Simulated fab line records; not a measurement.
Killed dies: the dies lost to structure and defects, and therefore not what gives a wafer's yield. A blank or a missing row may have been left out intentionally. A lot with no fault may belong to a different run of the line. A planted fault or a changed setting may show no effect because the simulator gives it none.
Problem report, 8D (eight disciplines) form, completed by code | flow rit_cmos | the parts of the form that need people (team, actions taken, sign-off) are left out

## 1. PROBLEM STATEMENT
At RIT_PRETRO_COAT_01, spin_speed_rpm averages 2087.9 rpm over 9 wafers from 3 lots, while fault-free wafers read 1999.8 rpm, standard deviation 1.5. Relative to the usual mean, that is a shift of +59 standard deviations.
The step: resist thk 1300 nm.
Earliest sighting: wafer L967.2 on litho_track-02 at day 5 01:58. At this step, 21 wafers from 7 lots have a number in the record. The rule behind "out" and "out of limits": a value lying over 4 standard deviations away from the usual mean. The other wafers with a number count as sound.

## 2. WHAT THIS IS AND IS NOT
question                    | is                     | is not
which readings at this step | spin_speed_rpm         | -
which lots                  | L967, L968, L970       | L961, L962, L975, L976
which wafers of those lots  | all that have a number | -
read on which tools         | litho_track-02         | litho_track-01, litho_track-03
when                        | from day 5 01:58       | up to then (6 sound wafers); but 6 sound wafers of L975, L976 came after

## 3. SUSPECTS, AND WHAT RULES EACH OUT
Counting: any tool at a process step up to the reading is kept as a suspect provided that every lot that is out went through it and no sound lot did after the first of them.
- litho_track-02 at RIT_PRETRO_COAT_01 (resist thk 1300 nm): kept. It processed each lot that is out, first L967 at day 5 01:58, and no sound lot thereafter; up to then, the last sound lot it processed was L961 at day 3 18:28. On those wafers its own readings are out: spin_speed_rpm.
After counting, what remains is litho_track-02 at RIT_PRETRO_COAT_01.

## 4. THE CAUSE (what the simulator had put in)
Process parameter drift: litho_track-02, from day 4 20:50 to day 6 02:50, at RIT_PRETRO_COAT_01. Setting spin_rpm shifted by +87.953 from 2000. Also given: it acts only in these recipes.
After counting, this tool was the only one left.

## 5. SEQUENCE OF EFFECTS, ordered by route
Each row: a reading where the mean over the struck wafers with a number is more than 3 standard deviations away from the usual. Readings are gone through only where the record gives a usual standard deviation; hours: the median, over the lots, of the time from a lot's start at the first step in this table giving one to that lot's start at this step; sigmas: the change measured in usual standard deviations.
hours | step               | reading        | usual      | on struck wafers | change | sigmas
0     | RIT_PRETRO_COAT_01 | spin_speed_rpm | 1999.8 rpm | 2087.9           | +88.1  | +59
Here are the process steps it includes:
- RIT_PRETRO_COAT_01: resist thk 1300 nm.
Later steps that measure or inspect, where all struck wafers having a row at the step show a number for every such reading and not one has moved that far: RIT_PRETRO_OVL_MEAS_06.

## 6. HOW IT WOULD HAVE BEEN CAUGHT EARLIER
In this record no reading fell out of limits until day 5 01:58, 5 hours after the fault had begun at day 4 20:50.
